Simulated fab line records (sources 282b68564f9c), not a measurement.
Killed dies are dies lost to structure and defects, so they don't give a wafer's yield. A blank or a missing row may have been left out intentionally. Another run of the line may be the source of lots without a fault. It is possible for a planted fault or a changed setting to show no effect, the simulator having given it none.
Comparing a struck lot with a sound one | flow rit cmos | 23 steps out of a route of 202
Sound: these wafers, L544.1, L544.2, L544.4. The struck wafers were L557.3, L557.4, L557.6. The cause comes at the end.
For every step that has rows: the tool of each side, followed by ch and its chambers, followed by its first start. Under that, the readings that differ: sound wafers | struck wafers | difference of the means | sigmas: that difference in standard deviations of wafers without a fault.
alike: a reading whose means differ by less than 2 such deviations, as well as words and numbers matching on both sides. not compared: withheld readings; readings where some wafer has no value; bounds like >300 that might hide an equal value; numbers whose values overlap and for which the record gives no deviation.
A row with sigmas, a row that says differs or no value, or rows on one side alone: a step with any of these is where the two part. Numbers that don't overlap but have no deviation are shown without sigmas and don't part them. A reading that every wafer of one side lacks parts them only if that side has two wafers or more.

RIT_CONTACT_CD_MEAS_08: target cd 1000 nm.
  sound on cd sem-01 at day 3 19:14; struck on cd sem-02 at day 6 13:03
  alike: cd nm
RIT_CONTACT_OVL_MEAS_09:
  sound on overlay-01 at day 3 19:21; struck on overlay-01 at day 6 13:08
  alike: CONTACT_OVL
then, 1 step without rows for these wafers: RIT_CONTACT_HARDBAKE_10 (time 60 s).
RIT_CONTACT_ETCH_11: etches SiO2 in CHF3/CF4/Ar, stops on TiSi2, target depth 480 nm, time 320 s.
  sound on rie diel-02 ch 1,2, day 3 19:32; struck on rie diel-03 ch 1,2,3, day 6 13:19
  alike: drypump motor current A, oes product au, throttle valve pct
  not compared: rf hours counter h
RIT_CONTACT_STRIP_12: strips in O2, time 180 s.
  sound on plasma asher-04 ch 0,1, day 3 19:44; struck on plasma asher-03 ch 0,1, day 6 13:34
  alike: drypump motor current A
  not compared: rf hours counter h
RIT_CONTACT_CD_MEAS_90: target cd 1000 nm.
  sound on cd sem-01 at day 3 19:54; struck on cd sem-01 at day 6 13:43
  alike: cd nm
then, 2 steps without rows for these wafers: RIT_CONTACT_CLEAN_13 (cleans in SC1, time 600 s); RIT_CONTACT_CLEAN_14 (cleans in SC2, time 600 s).
RIT_M1_SPUTTER_00: material Al, target thk 400 nm, time 500 s.
  sound on pvd sputter-04 at day 3 20:22; struck on pvd sputter-02 at day 6 14:10
  alike: substrate temp c, throttle valve pct
RIT_M1_RS_MEAS_01: uses a four-point probe to measure.
  sound on film metro-02 at day 3 20:40; struck on film metro-03 at day 6 14:30
  alike: M1_AL_RS
RIT_M1_THK_MEAS_02: measures by xrf.
  sound on film metro-02 at day 3 20:47; struck on film metro-03 at day 6 14:36
  alike: M1_AL_THK
then, 1 step without rows for these wafers: RIT_M1_HMDS_03 (prime time 60 s).
RIT_M1_COAT_04: resist thk 1300 nm.
  sound on litho track-04 ch 0, day 3 21:00; struck on litho track-04 ch 0, day 6 14:50
  reading                                 | sound          | struck         | difference | sigmas
  model.NOVOLAK_of_M1_COAT_04.thk nm (nm) | 1307 1304 1303 | 1221 1222 1228 | -81        |
  alike: chill plate temp C
then, 4 steps without rows for these wafers: RIT_M1_SOFTBAKE_05 (time 60 s); RIT_M1_EXPOSE_06 (exposes mask M12, target cd 2600 nm); RIT_M1_PEB_07; RIT_M1_DEVELOP_08 (develop time 68 s).
RIT_M1_CD_MEAS_09: target cd 2600 nm.
  sound on cd sem-01 at day 3 21:46; struck on cd sem-02 at day 6 15:34
  reading    | sound                | struck               | difference | sigmas
  cd nm (nm) | 2600.9 2599.4 2600.6 | 2594.7 2594.2 2597.0 | -5.0       | -2
RIT_M1_OVL_MEAS_10:
  sound on overlay-01 at day 3 21:53; struck on overlay-01 at day 6 15:40
  alike: M1_OVL
then, 1 step without rows for these wafers: RIT_M1_HARDBAKE_11 (time 120 s).
RIT_M1_METAL_ETCH_12: etches Al in Cl2/BCl3, stops on SiO2, time 165 s, target depth 600 nm.
  sound on rie metal-03 ch 0,1, day 3 22:10; struck on rie metal-01 ch 0,1, day 6 16:14
  reading                                 | sound             | struck            | difference | sigmas
  throttle valve pct (%)                  | 8.46 8.30 8.45    | 8.17 8.15 8.16    | -0.24      | -2
  model.NOVOLAK_of_M1_COAT_04.thk nm (nm) | 815.4 801.8 812.8 | 736.1 738.3 741.7 | -71.3      |
  alike: drypump motor current A, oes product au
  not compared: rf hours counter h
then, 1 step without rows for these wafers: RIT_M1_STRIP_13 (strips in nmp, time 600 s).
RIT_M1_PROBE_99:
  sound on prober-01 at day 4 00:25; struck on prober-01 at day 6 18:32
  reading      | sound  | struck | difference | sigmas
  killed short | 10 4 6 | 4 2 2  | -4         | -2
  alike: defect limited yield, killed at contacts, killed at front end, killed dies, killed open, sort_bin_3_pad_short, sort_bin_5_function, sort_bin_6_memory, sort n pass, sort yield pct

== WHERE THEY PART ==
Last at RIT_M1_PROBE_99 as far as this record goes, first at RIT_M1_CD_MEAS_09.

WHY: what the simulator had put in
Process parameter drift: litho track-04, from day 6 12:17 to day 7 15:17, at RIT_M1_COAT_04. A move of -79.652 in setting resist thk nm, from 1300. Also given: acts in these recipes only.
